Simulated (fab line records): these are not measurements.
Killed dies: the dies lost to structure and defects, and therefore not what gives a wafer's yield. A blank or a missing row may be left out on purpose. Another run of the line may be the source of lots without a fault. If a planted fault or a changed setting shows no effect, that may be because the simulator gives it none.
Struck lot and sound lot, side by side ; flow rit cmos ; 14 out of 202 route steps
Sound: wafers L204.2, L204.3, L204.6. Wafers L212.1, L212.3, L212.6 were the ones struck. At the end, the cause is stated.
Per side, at each step with rows, come the tool, then ch with its chambers, and then its first start. Under that, the readings that differ: sound wafers ; struck wafers ; difference of the means ; sigmas: that difference in standard deviations of wafers without a fault.
alike: words and numbers the same on both sides, and readings whose means are apart by under 2 such deviations; not compared: readings that were withheld, readings missing a value for some wafer, numbers with overlapping values and no deviation given by the record, and bounds like >300 which may hide the same value.
Wherever a step has rows on one side only, a row that says differs or no value, or a row with sigmas, the two part there. When numbers do not overlap yet have no deviation, they are printed without sigmas and do not part them. A reading missing from all wafers of one side parts the sides only when that side holds two or more wafers.

first, 6 steps without rows for these wafers: RIT_CONTACT_HMDS_02 (prime time 60 s); RIT_CONTACT_COAT_03 (resist thk 1009 nm); RIT_CONTACT_SOFTBAKE_04 (time 60 s); RIT_CONTACT_EXPOSE_05 (exposes mask M11, target cd 1000 nm); RIT_CONTACT_PEB_06; RIT_CONTACT_DEVELOP_07 (develop time 120 s).
RIT_CONTACT_CD_MEAS_08: target cd 1000 nm.
  sound on cd sem-01 at day 3 20:04; struck on cd sem-02 at day 5 18:38
  alike: cd nm
RIT_CONTACT_OVL_MEAS_09:
  sound on overlay-02 at day 3 20:10; struck on overlay-01 at day 5 18:46
  alike: CONTACT_OVL
then, 1 step without rows for these wafers: RIT_CONTACT_HARDBAKE_10 (time 60 s).
RIT_CONTACT_ETCH_11: etches SiO2 in CHF3/CF4/Ar, stops on TiSi2, target depth 480 nm, time 320 s.
  sound on rie diel-02 ch 0,1,2, day 3 20:21; struck on rie diel-03 ch 2,3, day 5 18:57
  alike: cf4 flow sccm, drypump motor current A, oes product au, throttle valve pct
  not compared: rf hours counter h
RIT_CONTACT_STRIP_12: strips in O2, time 180 s.
  sound on plasma asher-01 ch 0,1, day 3 20:33; struck on plasma asher-01 ch 1, day 5 19:08
  alike: drypump motor current A
  not compared: rf hours counter h
RIT_CONTACT_CD_MEAS_90: target cd 1000 nm.
  sound on cd sem-02 at day 3 20:44; struck on cd sem-01 at day 5 19:19
  alike: cd nm
RIT_CONTACT_CLEAN_13: cleans in SC1, time 600 s.
  sound on wet bench-01 ch 3, day 3 20:50; struck on wet bench-01 ch 3, day 5 19:26
reading;sound;struck;difference;sigmas
run length s (s);627 627 627;1073 1073 1073;+446;+99 or more
then, 1 step without rows for these wafers: RIT_CONTACT_CLEAN_14 (cleans in SC2, time 600 s).

== WHERE THEY PART ==
RIT_CONTACT_CLEAN_13 only, going by this record.

WHY: what the simulator had put in
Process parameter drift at RIT_CONTACT_CLEAN_13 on wet bench-01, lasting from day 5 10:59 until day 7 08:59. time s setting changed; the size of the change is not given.
